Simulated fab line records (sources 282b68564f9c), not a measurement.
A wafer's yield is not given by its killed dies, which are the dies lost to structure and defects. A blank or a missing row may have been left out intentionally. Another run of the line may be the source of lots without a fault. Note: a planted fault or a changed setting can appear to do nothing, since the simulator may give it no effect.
2 desks, one fault	flow ritCmos	only its own numbers are on each desk; what lay behind them is given at the end

FROM THE METROLOGY DESK
Lot by lot, what the gauges showed, no matter which tool ran the lot: averages of those sampled wafers that carry a number. A lot is out of limits, marked OUT, if its mean lies more than 4 standard deviations from the usual mean; the brackets give that distance.
Columns: A = NRETRO_TW at RIT_NRETRO_TW_MEAS_10, usual 1045; B = GATE_POLY_THK at RIT_GATE_THK_MEAS_09, usual 250.1 nm; C = CONTACT_TEOS_THK at RIT_CONTACT_THK_MEAS_01, usual 400 nm; D = cdNm at RIT_M1_CD_MEAS_90, usual 2599 nm
lot	first seen here	A	B	C	D
L680	day 2 09:17	1054	253.3	404	2596
L681	day 2 12:49	1041	250.7	398	2600
L682	day 2 17:27	1040	248.3	398	2594
L683	day 2 23:10	1047	247.6	403	2598
L684	day 3 03:29	1045	249.1	407	2597
L685	day 3 07:16	1045	251.3	397	2598
L688	day 4 01:29	1044	245.9	391	2603
L689	day 4 07:05	1050	249.2	563 (+37) OUT	-
L693	day 5 01:35	1045	248.3	399	2601
L694	day 5 07:22	1047	250.0	395	2600
L696	day 5 15:17	1043	247.1	403	2599
L699	day 6 08:37	1038	247.5	396	2599
L700	day 6 13:17	1047	252.2	403	2598
Per this desk, out of limits: L689; the first was L689, day 5 04:41 (CONTACT_TEOS_THK at RIT_CONTACT_THK_MEAS_01). L680, L681, L682, L683, L684, L685, L688, L693, L694, L696, L699, L700 stayed within limits.

AT THE TOOL OWNER'S DESK: pecvd-03
The tool's own readings at RIT_CONTACT_CVD_00 (deposits SiO2 from TEOS, target thk 400 nm, time 61 s): means of the sampled wafers that have a number, for each lot that ran on this tool. A lot is out of limits, marked OUT, if its mean lies more than 4 standard deviations from the usual mean; the brackets give that distance.
Columns: A = heaterPowerW at RIT_CONTACT_CVD_00, usual 314 W
lot	first seen here	A
L681	day 3 13:02	285
L684	day 4 01:58	276
L689	day 5 04:37	207
This desk found nothing out of limits on any of the 3 lots.

PUT TOGETHER
The metrology desk could have raised an alarm at day 5 04:41, on L689.
Nothing out of limits was seen by the tool owner's desk.
On record at the tool owner's desk: L689, within its limits.
Every lot named ran RIT_CONTACT_CVD_00 on pecvd-03.

WHAT THE SIMULATOR PUT IN
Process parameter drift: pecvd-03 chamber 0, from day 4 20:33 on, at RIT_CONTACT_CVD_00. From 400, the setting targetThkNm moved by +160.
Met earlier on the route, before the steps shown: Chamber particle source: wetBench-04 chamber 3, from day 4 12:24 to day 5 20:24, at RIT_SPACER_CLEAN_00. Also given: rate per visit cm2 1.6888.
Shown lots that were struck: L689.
Delay in hours, fault start to first out-of-limits reading, per desk: metrology desk 8.
